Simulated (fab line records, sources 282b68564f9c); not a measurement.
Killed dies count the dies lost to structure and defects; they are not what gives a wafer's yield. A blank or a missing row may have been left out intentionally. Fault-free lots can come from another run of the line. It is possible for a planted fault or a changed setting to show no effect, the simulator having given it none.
fab line records | flow rit_cmos
[record] lots = 6 | wafers = 18 | last_day = 7
route steps=202 shown PWELL@49 WELLDRIVE@50 NWELL@51 NRETRO@53 PRETRO@65 GATE@75 FOX2@80 REOX@101 SPACER@125 M1@202
lots that met no fault: taken from a fault-free run of the same line
start_h: start of the lot's first displayed wafer, in hours after the record's first day | wait_h: hours elapsed since this lot's preceding step | " identical to the entry in the row above | L1.1+2: a row that stands for several wafers | - either no value or no given start | * or withheld: withheld | < > ~ a bound
route shown NAME@n: names a module that has steps shown in the file, with the first one's number in the route | usual: mean/standard deviation of fault-free wafers | same: alike in all rows | chamber/n: place in a boat | sites: each site's reading | _std_site: the standard deviation of these | _edge_site: mean of outer sites minus mean of inner sites | radius_mm: for every site, how far away it sits from the centre of the wafer | mask NAME#n: copy n | behind: tool/chamber where the wafer was last shaped | hold: reason for holding the lot/hours on hold/outcome of the hold | device: the n, p or np transistor that did not switch | end of line: at the end of the route, the tests of the same wafers | a step with no rows: only its recipe | killed: the dies lost at the first sort to structure and to defects; this is not the yield of the wafer | map: dies across one wafer; x = killed, . = not, _ = none there
set.NAME: the run value of the setting; set.NAME@STEP: its run value at that earlier step | model.NAME: the simulator's own value behind a step, which no gauge read
a table for each step, a row for each wafer; lots at some steps of the route
services: a tool's chamber out of use, with start hour (start_h, from the record's first day; less than 0 if before it), hours out, and reason
[[steps]]
[step RIT_PWELL_TW_MEAS_10]
[usual] PWELL_TW = 954/12
lot.wafer | tool          | chamber | start_h | wait_h | PWELL_TW
L222.2    | film_metro-02 | -       | 28.26   | 0.1    | 958
L222.4    | "             | -       | "       | "      | 961
L222.6    | "             | -       | "       | "      | 960
L225.1    | film_metro-01 | -       | 43.65   | 0.1    | 937
L225.4    | "             | -       | "       | "      | 935
L225.6    | "             | -       | "       | "      | 940
L227.1    | film_metro-04 | -       | 53.43   | 0.1    | 961
L227.3    | "             | -       | "       | "      | 959
L227.4    | "             | -       | "       | "      | 956
L228.1    | film_metro-01 | -       | 57.33   | 0.1    | 940
L228.2    | "             | -       | "       | "      | 945
L228.5    | "             | -       | "       | "      | 943
L238.1    | film_metro-04 | -       | 108.50  | 0.1    | 963
L238.4    | "             | -       | "       | "      | 964
L238.5    | "             | -       | "       | "      | 967
L243.3    | film_metro-04 | -       | 134.02  | 0.1    | 968
L243.5    | "             | -       | "       | "      | 970
L243.6    | "             | -       | "       | "      | 971
[step RIT_WELLDRIVE_ANNEAL_00]
[recipe] temp_c = 1100 | time_s = 14700 | ambient = N2
[step RIT_WELLDRIVE_RS_MEAS_01]
[recipe] thk_meas_gauge = four-point-probe
[usual] NWELL_RS = 275.5/0.81
lot.wafer | tool          | chamber | start_h | wait_h | NWELL_RS[ohm/sq]
L222.2    | film_metro-04 | -       | 33.42   | 0.0    | 274.7
L222.4    | "             | -       | "       | "      | 275.2
L222.6    | "             | -       | "       | "      | 274.5
L225.1    | film_metro-01 | -       | 48.80   | 0.0    | 275.5
L225.4    | "             | -       | "       | "      | 275.8
L225.6    | "             | -       | "       | "      | 275.7
L227.1    | film_metro-01 | -       | 59.11   | 0.0    | 274.5
L227.3    | "             | -       | "       | "      | 275.6
L227.4    | "             | -       | "       | "      | 276.1
L228.1    | film_metro-01 | -       | 62.47   | 0.0    | 276.0
L228.2    | "             | -       | "       | "      | 276.3
L228.5    | "             | -       | "       | "      | 275.7
L238.1    | film_metro-01 | -       | 113.64  | 0.0    | 277.2
L238.4    | "             | -       | "       | "      | 276.2
L238.5    | "             | -       | "       | "      | 275.9
L243.3    | film_metro-04 | -       | 139.18  | 0.0    | 276.0
L243.5    | "             | -       | "       | "      | 275.4
L243.6    | "             | -       | "       | "      | 275.5
[step RIT_WELLDRIVE_RS_MEAS_02]
[recipe] thk_meas_gauge = four-point-probe
[usual] PWELL_RS = 429.1/1.1
lot.wafer | tool          | chamber | start_h | wait_h | PWELL_RS[ohm/sq]
L222.2    | film_metro-04 | -       | 33.54   | 0.1    | 429.5
L222.4    | "             | -       | "       | "      | 430.8
L222.6    | "             | -       | "       | "      | 428.9
L225.1    | film_metro-01 | -       | 48.92   | 0.1    | 429.6
L225.4    | "             | -       | "       | "      | 429.4
L225.6    | "             | -       | "       | "      | 430.1
L227.1    | film_metro-01 | -       | 59.23   | 0.1    | 429.5
L227.3    | "             | -       | "       | "      | 429.2
L227.4    | "             | -       | "       | "      | 430.5
L228.1    | film_metro-01 | -       | 62.59   | 0.1    | 430.0
L228.2    | "             | -       | "       | "      | 428.2
L228.5    | "             | -       | "       | "      | 430.2
L238.1    | film_metro-01 | -       | 113.76  | 0.1    | 431.9
L238.4    | "             | -       | "       | "      | 431.2
L238.5    | "             | -       | "       | "      | 430.8
L243.3    | film_metro-04 | -       | 139.30  | 0.1    | 429.2
L243.5    | "             | -       | "       | "      | 429.9
L243.6    | "             | -       | "       | "      | 429.3
[step RIT_NRETRO_HMDS_00]
[recipe] prime_time_s = 60 | prime_temp_c = 140
[step RIT_NRETRO_COAT_01]
[recipe] resist = NOVOLAK | spin_rpm = 2000 | resist_thk_nm = 1300
[step RIT_NRETRO_SOFTBAKE_02]
[recipe] resist = NOVOLAK | temp_c = 90 | time_s = 60
[step RIT_NRETRO_EXPOSE_03]
[recipe] mask_id = M4 | na = 0.57 | target_cd_nm = 43900 | dose_mj = 250
[step RIT_NRETRO_PEB_04]
[recipe] resist = NOVOLAK | temp_c = withheld | time_s = withheld
[step RIT_NRETRO_DEVELOP_05]
[recipe] resist = NOVOLAK | develop_time_s = 68 | dev_temp_c = 23
[step RIT_NRETRO_OVL_MEAS_06]
[usual] NRETRO_OVL = 0.6/1.3
lot.wafer | tool       | chamber | start_h | wait_h | NRETRO_OVL[nm]
L222.2    | overlay-01 | -       | 34.69   | -      | 0.9
L222.4    | "          | -       | "       | "      | 2.3
L222.6    | "          | -       | "       | "      | 1.2
L225.1    | overlay-01 | -       | 50.04   | -      | 2.6
L225.4    | "          | -       | "       | "      | 0.6
L225.6    | "          | -       | "       | "      | 0.2
L227.1    | overlay-02 | -       | 60.23   | -      | -0.1
L227.3    | "          | -       | "       | "      | 0.3
L227.4    | "          | -       | "       | "      | 1.1
L228.1    | overlay-02 | -       | 63.76   | -      | 2.5
L228.2    | "          | -       | "       | "      | 1.4
L228.5    | "          | -       | "       | "      | 1.5
L238.1    | overlay-01 | -       | 114.89  | -      | 0.1
L238.4    | "          | -       | "       | "      | 0.6
L238.5    | "          | -       | "       | "      | -0.7
L243.3    | overlay-01 | -       | 140.29  | -      | 2.5
L243.5    | "          | -       | "       | "      | -0.2
L243.6    | "          | -       | "       | "      | -0.1
[step RIT_NRETRO_HARDBAKE_07]
[recipe] resist = NOVOLAK | temp_c = 140 | time_s = 120
[step RIT_NRETRO_IMPLANT_08]
[recipe] species = P | energy_kev = 70 | dose_cm2 = 1e+13 | tilt_deg = 7
[usual] dose_ions_cm2 = 1.0001e+13/1.2e+10 | faraday_current_uA = 31.8/0.65
lot.wafer | tool         | chamber | start_h | wait_h | dose_ions_cm2 | faraday_current_uA
L222.2    | implanter-02 | 0       | 34.99   | 0.2    | 9.987e+12     | 32.5
L222.4    | "            | 0       | "       | "      | 9.983e+12     | 31.2
L222.6    | "            | 0       | "       | "      | 1.0015e+13    | 31.4
L225.1    | implanter-03 | 0       | 50.33   | 0.2    | 1.0002e+13    | 31.6
L225.4    | "            | 0       | "       | "      | 1.0019e+13    | 32.4
L225.6    | "            | 0       | "       | "      | 1.0011e+13    | 30.9
L227.1    | implanter-03 | 0       | 60.52   | 0.2    | 6.52e+12      | 21.2
L227.3    | "            | 0       | "       | "      | 6.537e+12     | 21.0
L227.4    | "            | 0       | "       | "      | 6.537e+12     | 20.1
L228.1    | implanter-03 | 0       | 64.13   | 0.2    | 6.543e+12     | 20.4
L228.2    | "            | 0       | "       | "      | 6.531e+12     | 21.2
L228.5    | "            | 0       | "       | "      | 6.519e+12     | 20.1
L238.1    | implanter-02 | 0       | 115.18  | 0.2    | 1.0001e+13    | 32.2
L238.4    | "            | 0       | "       | "      | 9.987e+12     | 31.4
L238.5    | "            | 0       | "       | "      | 9.992e+12     | 31.4
L243.3    | implanter-02 | 0       | 140.61  | 0.2    | 9.992e+12     | 30.4
L243.5    | "            | 0       | "       | "      | 9.996e+12     | 31.6
L243.6    | "            | 0       | "       | "      | 9.984e+12     | 32.5
[step RIT_NRETRO_STRIP_09]
[recipe] chemistry = O2 | time_s = 180 | resist = NOVOLAK | platen_temp_c = withheld | power_w = 500 | pressure_mtorr = 4000 | o2_flow_sccm = 4000
[usual] drypump_motor_current_A = 5.9/0.44
[same] time_s = 180
lot.wafer | tool            | chamber | start_h | wait_h | drypump_motor_current_A | rf_hours_counter_h
L222.2    | plasma_asher-02 | 0       | 35.12   | 0.1    | 6.5                     | 40
L222.4    | "               | 1       | "       | "      | 5.7                     | -
L222.6    | "               | 0       | "       | "      | 6.5                     | -
L225.1    | plasma_asher-03 | 0       | 50.48   | 0.1    | 6.0                     | 26
L225.4    | "               | 1       | "       | "      | 5.7                     | -
L225.6    | "               | 0       | "       | "      | 6.0                     | -
L227.1    | plasma_asher-02 | 1       | 60.67   | 0.1    | 5.8                     | 42
L227.3    | "               | 0       | "       | "      | 6.5                     | -
L227.4    | "               | 1       | "       | "      | 5.8                     | -
L228.1    | plasma_asher-01 | 0       | 64.28   | 0.1    | 5.1                     | 42
L228.2    | "               | 1       | "       | "      | 6.1                     | 42
L228.5    | "               | 0       | "       | "      | 5.1                     | -
L238.1    | plasma_asher-02 | 1       | 115.33  | 0.1    | 5.7                     | 49
L238.4    | "               | 0       | "       | "      | 6.5                     | -
L238.5    | "               | 0       | "       | "      | 6.5                     | -
L243.3    | plasma_asher-02 | 0       | 140.77  | 0.1    | 6.5                     | -
L243.5    | "               | 1       | "       | "      | 5.7                     | -
L243.6    | "               | 0       | "       | "      | 6.5                     | -
[step RIT_NRETRO_TW_MEAS_10]
[usual] NRETRO_TW = 1066/8.6
lot.wafer | tool          | chamber | start_h | wait_h | hold                     | NRETRO_TW
L222.2    | film_metro-03 | -       | 35.30   | 0.1    | -                        | 1080
L222.4    | "             | -       | "       | "      | -                        | 1082
L222.6    | "             | -       | "       | "      | -                        | 1080
L225.1    | film_metro-03 | -       | 50.65   | 0.1    | -                        | 1079
L225.4    | "             | -       | "       | "      | -                        | 1081
L225.6    | "             | -       | "       | "      | -                        | 1080
L227.1    | film_metro-02 | -       | 60.84   | 0.1    | await_dispo/0.2h/release | 926
L227.3    | "             | -       | "       | "      | await_dispo/0.2h/release | 925
L227.4    | "             | -       | "       | "      | await_dispo/0.2h/release | 926
L227.1    | film_metro-02 | -       | 61.07   | 0.2    | -                        | 923
L227.3    | "             | -       | "       | "      | -                        | 921
L227.4    | "             | -       | "       | "      | -                        | 922
L228.1    | film_metro-04 | -       | 64.46   | 0.1    | await_dispo/0.2h/release | 928
L228.2    | "             | -       | "       | "      | await_dispo/0.2h/release | 924
L228.5    | "             | -       | "       | "      | await_dispo/0.2h/release | 922
L228.1    | film_metro-04 | -       | 64.69   | 0.2    | -                        | 924
L228.2    | "             | -       | "       | "      | -                        | 923
L228.5    | "             | -       | "       | "      | -                        | 924
L238.1    | film_metro-04 | -       | 115.50  | 0.1    | -                        | 1062
L238.4    | "             | -       | "       | "      | -                        | 1062
L238.5    | "             | -       | "       | "      | -                        | 1061
L243.3    | film_metro-04 | -       | 140.91  | 0.1    | -                        | 1074
L243.5    | "             | -       | "       | "      | -                        | 1066
L243.6    | "             | -       | "       | "      | -                        | 1068
[step RIT_PRETRO_COAT_01]
[recipe] resist = NOVOLAK | spin_rpm = 2000 | resist_thk_nm = 1300
[step RIT_PRETRO_SOFTBAKE_02]
[recipe] resist = NOVOLAK | temp_c = 90 | time_s = 60
[step RIT_PRETRO_EXPOSE_03]
[recipe] mask_id = M5 | na = 0.57 | target_cd_nm = 43700 | dose_mj = 250
[step RIT_PRETRO_PEB_04]
[recipe] resist = NOVOLAK | temp_c = withheld | time_s = withheld
[step RIT_PRETRO_DEVELOP_05]
[recipe] resist = NOVOLAK | develop_time_s = 68 | dev_temp_c = 23
[step RIT_PRETRO_OVL_MEAS_06]
[usual] PRETRO_OVL = -0.3/1.4
lot.wafer | tool       | chamber | start_h | wait_h | PRETRO_OVL[nm]
L222.2    | overlay-01 | -       | 36.36   | -      | 0.3
L222.4    | "          | -       | "       | "      | 1.4
L222.6    | "          | -       | "       | "      | -1.4
L225.1    | overlay-01 | -       | 51.72   | -      | 0.8
L225.4    | "          | -       | "       | "      | 1.0
L225.6    | "          | -       | "       | "      | -1.0
L227.1    | overlay-02 | -       | 68.10   | -      | -1.0
L227.3    | "          | -       | "       | "      | -2.4
L227.4    | "          | -       | "       | "      | -1.0
L228.1    | overlay-02 | -       | 71.37   | -      | 1.6
L228.2    | "          | -       | "       | "      | 2.7
L228.5    | "          | -       | "       | "      | -0.9
L238.1    | overlay-01 | -       | 116.77  | -      | -0.2
L238.4    | "          | -       | "       | "      | 1.3
L238.5    | "          | -       | "       | "      | -1.3
L243.3    | overlay-02 | -       | 141.84  | -      | -0.5
L243.5    | "          | -       | "       | "      | -1.4
L243.6    | "          | -       | "       | "      | -0.7
[step RIT_PRETRO_HARDBAKE_07]
[recipe] resist = NOVOLAK | temp_c = 140 | time_s = 120
[step RIT_PRETRO_IMPLANT_08]
[recipe] species = B | energy_kev = 45 | dose_cm2 = 1.2e+13 | tilt_deg = 7
[step RIT_PRETRO_STRIP_09]
[recipe] chemistry = O2 | time_s = 180 | resist = NOVOLAK | platen_temp_c = withheld | power_w = 500 | pressure_mtorr = 4000 | o2_flow_sccm = 4000
[usual] drypump_motor_current_A = 5.5/0.46
[same] time_s = 180
lot.wafer | tool            | chamber | start_h | wait_h | drypump_motor_current_A | rf_hours_counter_h
L222.2    | plasma_asher-03 | 1       | 36.79   | 0.1    | 5.7                     | 24
L222.4    | "               | 0       | "       | "      | 6.0                     | -
L222.6    | "               | 1       | "       | "      | 5.7                     | -
L225.1    | plasma_asher-03 | 1       | 52.15   | 0.1    | 5.7                     | 26
L225.4    | "               | 1       | "       | "      | 5.7                     | -
L225.6    | "               | 1       | "       | "      | 5.7                     | -
L227.1    | plasma_asher-01 | 1       | 68.54   | 0.1    | 6.0                     | 42
L227.3    | "               | 0       | "       | "      | 5.1                     | -
L227.4    | "               | 1       | "       | "      | 6.1                     | -
L228.1    | plasma_asher-01 | 1       | 71.80   | 0.1    | 6.1                     | 42
L228.2    | "               | 0       | "       | "      | 5.1                     | 42
L228.5    | "               | 1       | "       | "      | 6.1                     | -
L238.1    | plasma_asher-03 | 0       | 117.21  | 0.1    | 6.0                     | 31
L238.4    | "               | 0       | "       | "      | 6.0                     | -
L238.5    | "               | 0       | "       | "      | 6.0                     | -
L243.3    | plasma_asher-01 | 1       | 142.32  | 0.1    | 6.0                     | -
L243.5    | "               | 0       | "       | "      | 5.1                     | -
L243.6    | "               | 1       | "       | "      | 6.0                     | -
[step RIT_PRETRO_TW_MEAS_10]
[usual] PRETRO_TW = 479/7.6
lot.wafer | tool          | chamber | start_h | wait_h | PRETRO_TW
L222.2    | film_metro-03 | -       | 36.98   | 0.1    | 485
L222.4    | "             | -       | "       | "      | 489
L222.6    | "             | -       | "       | "      | 488
L225.1    | film_metro-01 | -       | 52.33   | 0.1    | 470
L225.4    | "             | -       | "       | "      | 471
L225.6    | "             | -       | "       | "      | 472
L227.1    | film_metro-04 | -       | 68.72   | 0.1    | 480
L227.3    | "             | -       | "       | "      | 479
L227.4    | "             | -       | "       | "      | 479
L228.1    | film_metro-03 | -       | 71.98   | 0.1    | 490
L228.2    | "             | -       | "       | "      | 490
L228.5    | "             | -       | "       | "      | 485
L238.1    | film_metro-04 | -       | 117.39  | 0.1    | 483
L238.4    | "             | -       | "       | "      | 485
L238.5    | "             | -       | "       | "      | 484
L243.3    | film_metro-03 | -       | 142.46  | 0.1    | 490
L243.5    | "             | -       | "       | "      | 489
L243.6    | "             | -       | "       | "      | 491
[step RIT_GATE_WET_ETCH_00]
[recipe] chemistry = BOE | target = SiO2 | target_depth_nm = 56 | time_s = 60 | dry = n2_spin | dilution = 10:1 | temp_c = 21.5
[step RIT_GATE_CLEAN_01]
[recipe] chemistry = SC1 | mix = 3:3:50 | time_s = 600 | temp_c = 75
[step RIT_GATE_CLEAN_02]
[recipe] chemistry = dHF | dilution = 50:1 | time_s = 30
[step RIT_GATE_CLEAN_03]
[recipe] chemistry = SC2 | mix = 3:3:50 | time_s = 600 | temp_c = 75 | dry = n2_spin
[step RIT_GATE_CLEAN_04]
[recipe] chemistry = dHF | dilution = 50:1 | time_s = 60 | dry = n2_spin
[step RIT_FOX2_THK_MEAS_91]
[recipe] reads = SiO2_of_FOX2_OXIDATION_00
[usual] FIELD_OXIDE_LEFT_2_THK = 257/6.1
lot.wafer | tool          | chamber | start_h | wait_h | FIELD_OXIDE_LEFT_2_THK[nm]
L222.2    | film_metro-02 | -       | 37.46   | 0.0    | 255
L222.4    | "             | -       | "       | "      | 259
L222.6    | "             | -       | "       | "      | 254
L225.1    | film_metro-03 | -       | 52.81   | 0.0    | 271
L225.4    | "             | -       | "       | "      | 261
L225.6    | "             | -       | "       | "      | 264
L227.1    | film_metro-01 | -       | 69.19   | 0.0    | 255
L227.3    | "             | -       | "       | "      | 260
L227.4    | "             | -       | "       | "      | 253
L228.1    | film_metro-03 | -       | 72.45   | 0.0    | 268
L228.2    | "             | -       | "       | "      | 265
L228.5    | "             | -       | "       | "      | 267
L238.1    | film_metro-01 | -       | 117.92  | 0.1    | 260
L238.4    | "             | -       | "       | "      | 258
L238.5    | "             | -       | "       | "      | 261
L243.3    | film_metro-02 | -       | 142.93  | 0.0    | 252
L243.5    | "             | -       | "       | "      | 257
L243.6    | "             | -       | "       | "      | 250
[step RIT_GATE_OXIDATION_05]
[recipe] temp_c = 900 | ambient = O2 | target_thk_a = 30 | ox_time_s = 270
[step RIT_GATE_ANNEAL_06]
[recipe] temp_c = 900 | time_s = 600 | ambient = N2O
[step RIT_GATE_THK_MEAS_07]
[recipe] reads = SiO2_of_GATE_OXIDATION_05
[usual] GATE_OXIDE_THK = 3.03/0.064
lot.wafer | tool          | chamber | start_h | wait_h | GATE_OXIDE_THK[nm]
L222.2    | film_metro-01 | -       | 38.84   | 0.0    | 2.99
L222.4    | "             | -       | "       | "      | 2.98
L222.6    | "             | -       | "       | "      | 3.00
L225.1    | film_metro-01 | -       | 55.16   | 0.0    | 3.09
L225.4    | "             | -       | "       | "      | 3.06
L225.6    | "             | -       | "       | "      | 3.09
L227.1    | film_metro-01 | -       | 72.30   | 0.0    | 3.06
L227.3    | "             | -       | "       | "      | 3.06
L227.4    | "             | -       | "       | "      | 3.12
L228.1    | film_metro-03 | -       | 74.09   | 0.0    | 3.09
L228.2    | "             | -       | "       | "      | 3.09
L228.5    | "             | -       | "       | "      | 3.15
L238.1    | film_metro-01 | -       | 121.11  | 0.0    | 3.02
L238.4    | "             | -       | "       | "      | 3.01
L238.5    | "             | -       | "       | "      | 2.95
L243.3    | film_metro-03 | -       | 144.32  | 0.0    | 3.06
L243.5    | "             | -       | "       | "      | 3.04
L243.6    | "             | -       | "       | "      | 3.02
[step RIT_GATE_CVD_08]
[recipe] material = poly-Si | target_thk_nm = 250 | temp_c = 610 | precursor = SiH4 | time_s = 2220 | pressure_mtorr = 300 | sih4_flow_sccm = 100
[step RIT_GATE_THK_MEAS_09]
[recipe] reads = poly-Si_of_GATE_CVD_08
[usual] GATE_POLY_THK = 250.6/2.1
lot.wafer | tool          | chamber | start_h | wait_h | GATE_POLY_THK[nm]
L222.2    | film_metro-02 | -       | 41.33   | 0.0    | 252.2
L222.4    | "             | -       | "       | "      | 252.6
L222.6    | "             | -       | "       | "      | 252.6
L225.1    | film_metro-01 | -       | 56.84   | 0.0    | 252.0
L225.4    | "             | -       | "       | "      | 250.1
L225.6    | "             | -       | "       | "      | 250.8
L227.1    | film_metro-02 | -       | 75.11   | 0.1    | 253.7
L227.3    | "             | -       | "       | "      | 252.2
L227.4    | "             | -       | "       | "      | 251.1
L238.1    | film_metro-01 | -       | 123.06  | 0.0    | 245.8
L238.4    | "             | -       | "       | "      | 247.8
L238.5    | "             | -       | "       | "      | 249.9
L243.3    | film_metro-03 | -       | 146.80  | 0.0    | 250.9
L243.5    | "             | -       | "       | "      | 252.6
L243.6    | "             | -       | "       | "      | 254.4
[step RIT_GATE_HMDS_10]
[recipe] prime_time_s = 60 | prime_temp_c = 140
[step RIT_GATE_COAT_11]
[recipe] resist = NOVOLAK | spin_rpm = 4250 | resist_thk_nm = 850
[step RIT_GATE_SOFTBAKE_12]
[recipe] resist = NOVOLAK | temp_c = 90 | time_s = 60
[step RIT_GATE_EXPOSE_13]
[recipe] mask_id = M6 | na = 0.6 | source_shape = conventional | sigma_outer = 0.6 | target_cd_nm = 150 | dose_mj = 380
[step RIT_GATE_PEB_14]
[recipe] resist = NOVOLAK | temp_c = withheld | time_s = withheld
[step RIT_REOX_OXIDATION_03]
[recipe] temp_c = 900 | ambient = O2 | target_thk_a = 252 | ox_time_s = 5580
lot.wafer | tool       | chamber | start_h | wait_h | model.SiO2_of_REOX_OXIDATION_03.thk_nm
L222.2    | furnace-02 | 0       | 43.43   | 0.0    | 25.59
L222.4    | "          | 0       | "       | "      | 25.51
L222.6    | "          | 0       | "       | "      | 25.7
L225.1    | furnace-02 | 0       | 58.87   | 0.0    | 25.31
L225.4    | "          | 0       | "       | "      | 25.41
L225.6    | "          | 0       | "       | "      | 25.7
L227.1    | furnace-04 | 0       | 78.14   | 0.8    | 24.06
L227.3    | "          | 0       | "       | "      | 23.98
L227.4    | "          | 0       | "       | "      | 23.52
L238.1    | furnace-03 | 0       | 125.17  | 0.0    | 24.92
L238.4    | "          | 0       | "       | "      | 25.03
L238.5    | "          | 0       | "       | "      | 24.82
L243.3    | furnace-02 | 0       | 148.79  | 0.0    | 25.92
L243.5    | "          | 0       | "       | "      | 25.17
L243.6    | "          | 0       | "       | "      | 24.92
[step RIT_SPACER_CLEAN_00]
[recipe] chemistry = SC1 | mix = 3:3:50 | time_s = 600 | temp_c = 75
[same] time_s = 600
lot.wafer | tool         | chamber | start_h | wait_h | model.SiO2_of_REOX_OXIDATION_03.thk_nm
L222.2    | wet_bench-02 | 1       | 49.04   | 0.0    | 23.59
L222.4    | "            | 1       | "       | "      | 23.52
L222.6    | "            | 1       | "       | "      | 23.69
L225.1    | wet_bench-03 | 2       | 64.46   | 0.1    | 23.33
L225.4    | "            | 2       | "       | "      | 23.42
L225.6    | "            | 2       | "       | "      | 23.69
L227.1    | wet_bench-01 | 2       | 84.35   | 0.1    | 22.21
L227.3    | "            | 2       | "       | "      | 22.15
L227.4    | "            | 2       | "       | "      | 21.72
L238.1    | wet_bench-02 | 1       | 130.96  | 0.1    | 22.98
L238.4    | "            | 1       | "       | "      | 23.1
L238.5    | "            | 1       | "       | "      | 22.89
L243.3    | wet_bench-02 | 1       | 154.37  | 0.0    | 23.92
L243.5    | "            | 1       | "       | "      | 23.22
L243.6    | "            | 1       | "       | "      | 23
[step RIT_M1_PROBE_99]
[usual] killed_at_front_end = 6.8/2.8 | killed_dies = 6.9/2.8 | killed_open = 3.3/1.9 | killed_short = 3.5/1.8
[same] gross_dies = 264 | killed_at_M0_to_M3 = 0 | killed_at_M4_up = 0 | killed_at_back_side = 0 | killed_at_contacts = 0 | killed_at_other = 0
lot.wafer | tool      | chamber | start_h | wait_h | killed_at_front_end | killed_dies | killed_open | killed_short
L222.2    | prober-02 | -       | 63.09   | 0.1    | 6                   | 6           | 3           | 3
L222.4    | prober-02 | -       | 63.19   | 0.2    | 5                   | 5           | 3           | 2
L222.6    | prober-02 | -       | 63.29   | 0.2    | 4                   | 4           | 2           | 2
L225.1    | prober-01 | -       | 78.67   | 0.1    | 6                   | 6           | 3           | 3
L225.4    | prober-01 | -       | 78.82   | 0.2    | 7                   | 7           | 2           | 5
L225.6    | prober-01 | -       | 78.92   | 0.2    | 6                   | 6           | 4           | 2
L227.1    | prober-01 | -       | 98.05   | 0.1    | 7                   | 7           | 4           | 3
L227.3    | prober-01 | -       | 98.15   | 0.2    | 6                   | 6           | 5           | 1
L227.4    | prober-01 | -       | 98.20   | 0.2    | 9                   | 9           | 6           | 3
L238.1    | prober-02 | -       | 145.29  | 0.1    | 10                  | 10          | 5           | 5
L238.4    | prober-02 | -       | 145.44  | 0.2    | 10                  | 10          | 4           | 6
L238.5    | prober-02 | -       | 145.49  | 0.2    | 7                   | 7           | 4           | 3
L243.3    | prober-02 | -       | 168.25  | 0.2    | 4                   | 4           | 2           | 2
L243.5    | prober-02 | -       | 168.35  | 0.2    | 13                  | 13          | 6           | 7
L243.6    | prober-02 | -       | 168.40  | 0.2    | 7                   | 7           | 4           | 3
// killed by level:class
L222.2 GATE:geometric_particle:open=2 GATE:geometric_particle:short=1 REOX:geometric_particle:short=1 REOX:geometric_particle:open=1 SPACER:geometric_particle:short=1
L222.4 GATE:geometric_particle:open=3 REOX:geometric_particle:short=1 SPACER:geometric_particle:short=1
L222.6 FOX1:geometric_particle:open=1 GATE:geometric_particle:short=1 GATE:geometric_particle:open=1 REOX:geometric_particle:short=1
L225.1 GATE:geometric_particle:open=3 FOX2:geometric_particle:short=1 GATE:geometric_particle:short=1 REOX:geometric_particle:short=1
L225.4 FOX1:geometric_particle:short=2 GATE:geometric_particle:short=2 FOX2:geometric_particle:open=1 REOX:geometric_particle:short=1 SILICIDE:geometric_particle:open=1
L225.6 SPACER:geometric_particle:open=2 FOX2:geometric_particle:short=1 REOX:geometric_particle:open=1 SILICIDE:geometric_particle:open=1 SILICIDE:geometric_particle:short=1
L227.1 FOX2:geometric_particle:short=2 REOX:geometric_particle:open=2 FOX2:geometric_particle:open=1 GATE:geometric_particle:short=1 SILICIDE:geometric_particle:open=1
L227.3 REOX:geometric_particle:open=2 FOX1:geometric_particle:open=1 FOX2:geometric_particle:open=1 GATE:geometric_particle:short=1 GATE:geometric_particle:open=1
L227.4 GATE:geometric_particle:open=4 SPACER:geometric_particle:short=2 REOX:geometric_particle:open=1 REOX:geometric_particle:short=1 SPACER:geometric_particle:open=1
L238.1 GATE:geometric_particle:short=2 GATE:geometric_particle:open=2 SPACER:geometric_particle:open=2 FOX1:geometric_particle:short=1 FOX2:geometric_particle:short=1 REOX:geometric_particle:open=1 SPACER:geometric_particle:short=1
L238.4 FOX2:geometric_particle:short=2 GATE:geometric_particle:open=2 SPACER:geometric_particle:short=2 GATE:geometric_particle:short=1 REOX:geometric_particle:short=1 SPACER:geometric_particle:open=1 SILICIDE:geometric_particle:open=1
L238.5 GATE:geometric_particle:open=2 SPACER:geometric_particle:short=2 FOX1:geometric_particle:short=1 FOX2:geometric_particle:open=1 REOX:geometric_particle:open=1
L243.3 GATE:geometric_particle:open=2 GATE:geometric_particle:short=1 SILICIDE:geometric_particle:short=1
L243.5 GATE:geometric_particle:open=3 FOX2:geometric_particle:short=2 REOX:geometric_particle:short=2 FOX1:geometric_particle:open=1 FOX1:geometric_particle:short=1 GATE:geometric_particle:short=1 SPACER:geometric_particle:open=1 SILICIDE:geometric_particle:open=1
L243.6 REOX:geometric_particle:short=3 FOX1:geometric_particle:open=2 REOX:geometric_particle:open=1 SPACER:geometric_particle:open=1
[[services]]
tool            | chamber | start_h | hours | kind
implanter-03    | -       | 19.57   | 8.0   | pm
plasma_asher-01 | -       | 22.10   | 1.8   | repair
furnace-04      | -       | 72.60   | 4.2   | pm
furnace-03      | -       | 74.59   | 3.4   | pm
plasma_asher-03 | -       | 74.96   | 24.9  | pm
furnace-03      | -       | 77.94   | 4.1   | pm
plasma_asher-01 | -       | 85.33   | 2.8   | pm
implanter-02    | -       | 108.95  | 2.0   | repair
implanter-03    | -       | 112.80  | 3.0   | repair
implanter-03    | -       | 128.96  | 4.0   | pm
plasma_asher-03 | -       | 142.42  | 14.6  | pm
[[key]]
[first_sign] step = RIT_NRETRO_IMPLANT_08 | reading = dose_ions_cm2 | direction = down | sigmas = 99+ | usual = 1.0001e+13 | struck = 6.531e+12
[effect] step = RIT_NRETRO_IMPLANT_08 | reading = faraday_current_uA | direction = down | sigmas = 17 | usual = 31.8 | struck = 20.7
[effect] step = RIT_NRETRO_TW_MEAS_10 | reading = visit | direction = added
[effect] step = RIT_NRETRO_TW_MEAS_10 | reading = NRETRO_TW | direction = down | sigmas = 16 | usual = 1066 | struck = 925
[model_effect] step = RIT_REOX_OXIDATION_03 | value = SiO2_of_REOX_OXIDATION_03.thk_nm | without = 24.6 | struck = 23.85
[model_effect] step = RIT_SPACER_CLEAN_00 | value = SiO2_of_REOX_OXIDATION_03.thk_nm | without = 22.71 | struck = 22.03
met_at RIT_NRETRO_IMPLANT_08
struck_wafers L227.1,L227.3,L227.4,L228.1,L228.2,L228.5
rows_end L228.1,L228.2,L228.5
tester_left_out L227
onset_between 50.33 60.52
[fault] kind = process_parameter_drift | tool = implanter-03 | chamber = - | onset_h = 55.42 | steps = RIT_NRETRO_IMPLANT_08 | channel = dose_cm2 | offset = -3.4613e+12 | shape = step | end_h = 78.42 | acts_in = these_recipes_only | stated = 1e+13
// tester_left_out: of these lots the tester's yield and bins aren't shown, on N5 and GAA mostly nor the transistor test; their killed dies are dies lost to structure and defects alone, not to doping, threshold or leakage, so they don't give the yield
// rows_end: these wafers met a further fault down the route, and their rows from its step on are left out
